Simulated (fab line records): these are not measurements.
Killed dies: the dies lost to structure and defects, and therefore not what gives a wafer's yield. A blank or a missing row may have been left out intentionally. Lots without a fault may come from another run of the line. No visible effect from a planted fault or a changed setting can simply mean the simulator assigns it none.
2 desks, one fault -- flow berkeleyCmos170 -- each desk holds nothing but its own numbers, with what lay behind them at the end

## AT THE METROLOGY DESK
What the gauges read, lot by lot, whatever tool the lot ran on: means of the sampled wafers that have a number. The brackets show how far a lot's mean lies from the usual mean; more than 4 standard deviations puts the lot out of limits, marked OUT.
Columns: A = M1_AL_RS at UCB170_M1_RS_MEAS_01, usual 0.0483 ohm/sq; B = M1_AL_THK at UCB170_M1_THK_MEAS_02, usual 594 nm
lot,first seen here,A,B
L682,day 8 18:22,0.0482,593
L679,day 8 18:33,0.0487,585
L680,day 8 18:44,0.0481,593
L681,day 8 19:55,0.0484,588
L684,day 10 04:08,0.0485,599
L687,day 10 04:51,0.0490,591
L691,day 10 13:30,0.0482,601
L697,day 12 12:42,0.0499,575
L695,day 12 12:58,0.0480,594
L696,day 12 13:09,0.0501,572
L698,day 12 18:55,0.0482,594
L699,day 12 19:34,0.0477,597
L701,day 12 19:53,0.0474,611
L700,day 12 20:01,0.0480,595
Result from this desk: across the 14 lots, nothing is out of limits.

## AT THE TOOL OWNER'S DESK: pvdSputter-01
The tool's own readings at UCB170_M1_SPUTTER_00 (material Al, target thk 600 nm, time 80 s): means of the sampled wafers that have a number, for each lot that ran on this tool. The brackets show how far a lot's mean lies from the usual mean; more than 4 standard deviations puts the lot out of limits, marked OUT.
Columns: A = chamberPressurePa at UCB170_M1_SPUTTER_00, usual 0.5002 Pa; B = throttleValvePct at UCB170_M1_SPUTTER_00, usual 30.1 %
lot,first seen here,A,B
L682,day 8 18:16,0.5011,29.6
L680,day 8 18:40,0.5006,29.6
L684,day 10 04:02,0.4998,29.5
L697,day 12 12:38,0.5518 (+47) OUT,28.2
L696,day 12 13:05,0.5501 (+45) OUT,29.2
This desk finds L696, L697 out of limits, L697 being first, at day 12 12:38 (chamberPressurePa at UCB170_M1_SPUTTER_00). Within limits: L682, L680, L684.

## BROUGHT TOGETHER
An alarm could have come from the tool owner's desk at day 12 12:38, on L696, L697.
The metrology desk saw nothing out of limits.
The metrology desk has L696, L697 on record, within its limits.
On pvdSputter-01, each named lot ran UCB170_M1_SPUTTER_00.

## WHAT WAS PUT IN BY THE SIMULATOR
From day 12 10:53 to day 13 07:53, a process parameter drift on pvdSputter-01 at UCB170_M1_SPUTTER_00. The setting chamberPressurePa was moved by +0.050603, starting from 0.5. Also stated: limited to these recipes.
Shown lots that were struck: L696, L697.
Time in hours from fault onset to the first out-of-limits reading at each desk: the tool owner's desk, 2.
